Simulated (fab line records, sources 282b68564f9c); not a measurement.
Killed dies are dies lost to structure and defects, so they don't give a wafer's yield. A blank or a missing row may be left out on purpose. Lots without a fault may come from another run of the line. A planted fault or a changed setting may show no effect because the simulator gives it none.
Tool commonality check | flow rit_cmos | 14 lots, 42 wafers sampled

WHY IT WAS OPENED
At RIT_NLDD_TW_MEAS_10 the reading NLDD_TW is flagged on 2 of 14 lots. Wafers without a fault read 2491, standard deviation 13.
Rule: a lot is flagged when every wafer of it that has a number lies more than 4 standard deviations from that mean, or none has a number. The other lots count as sound.

lot  | measured    | on            | NLDD_TW, wafer by wafer | flag
L318 | day 2 20:05 | film_metro-02 | 2482 2488 2506          |
L319 | day 3 00:04 | film_metro-02 | 2507 2487 2506          |
L322 | day 3 19:22 | film_metro-02 | 2509 2502 2493          |
L323 | day 3 21:40 | film_metro-02 | 2497 2482 2497          |
L326 | day 4 14:50 | film_metro-03 | 2252 2223 2245          | FLAGGED
L328 | day 5 00:41 | film_metro-04 | 2258 2254 2272          | FLAGGED
L330 | day 5 09:01 | film_metro-03 | 2489 2475 2474          |
L331 | day 5 15:11 | film_metro-03 | 2479 2484 2489          |
L332 | day 5 19:25 | film_metro-03 | 2481 2488 2487          |
L334 | day 6 03:47 | film_metro-04 | 2501 2488 2501          |
L336 | day 6 16:46 | film_metro-02 | 2487 2489 2503          |
L337 | day 6 21:19 | film_metro-04 | 2500 2494 2494          |
L340 | day 7 09:48 | film_metro-03 | 2482 2485 2491          |
L341 | day 7 17:07 | film_metro-04 | 2493 2511 2512          |
The numbers of the flagged lots are 2251 on average: -240 against the usual, or -18 standard deviations.

WHICH TOOL RAN EACH LOT
The record holds 1 process step before the reading, out of a route of 202 steps. In each cell: the tool, then ch and the chambers that the sampled wafers went through, then the start.
lot  | flag    | RIT_NLDD_IMPLANT_08
L318 |         | implanter-02 ch 0, day 2 19:46
L319 |         | implanter-02 ch 0, day 2 23:44
L322 |         | implanter-03 ch 0, day 3 19:05
L323 |         | implanter-01 ch 0, day 3 21:20
L326 | FLAGGED | implanter-01 ch 0, day 4 14:32
L328 | FLAGGED | implanter-01 ch 0, day 5 00:25
L330 |         | implanter-03 ch 0, day 5 08:41
L331 |         | implanter-03 ch 0, day 5 14:52
L332 |         | implanter-02 ch 0, day 5 19:05
L334 |         | implanter-02 ch 0, day 6 03:27
L336 |         | implanter-02 ch 0, day 6 16:26
L337 |         | implanter-03 ch 0, day 6 21:01
L340 |         | implanter-03 ch 0, day 7 09:28
L341 |         | implanter-03 ch 0, day 7 16:49
What these steps do:
- RIT_NLDD_IMPLANT_08
- RIT_NLDD_TW_MEAS_10

FLAGGED OVER TOTAL, TOOL BY TOOL (the gauges that took the reading come last)
step                | tool          | lots run | flagged | share of the flagged lots | sound lots run after its first flagged lot
RIT_NLDD_IMPLANT_08 | implanter-01  | 3        | 2       | all                       | 0
RIT_NLDD_IMPLANT_08 | implanter-02  | 5        | 0       | none                      | -
RIT_NLDD_IMPLANT_08 | implanter-03  | 6        | 0       | none                      | -
RIT_NLDD_TW_MEAS_10 | film_metro-02 | 5        | 0       | none                      | -
RIT_NLDD_TW_MEAS_10 | film_metro-03 | 5        | 1       | some                      | 4 (L330,L331,L332,L340)
RIT_NLDD_TW_MEAS_10 | film_metro-04 | 4        | 1       | some                      | 3 (L334,L337,L341)

WHAT THE TABLE ALLOWS
1 row of the table ran every flagged lot: implanter-01 at RIT_NLDD_IMPLANT_08.
- implanter-01 at RIT_NLDD_IMPLANT_08: 2 of its 3 lots flagged. Its last sound lot is L323 (day 3 21:20), its first flagged lot L326 (day 4 14:32): a fault that began between those two fits. Its own readings lie more than 4 standard deviations out on every wafer of the flagged lots: beam_energy_keV.
One tool is left: implanter-01 at RIT_NLDD_IMPLANT_08.

WHAT THE SIMULATOR HAD PUT IN
Process parameter drift: implanter-01, from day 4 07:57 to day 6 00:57, at RIT_NLDD_IMPLANT_08. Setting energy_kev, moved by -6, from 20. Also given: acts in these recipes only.
Lots struck among those shown: L326, L328. The rule above found the same.
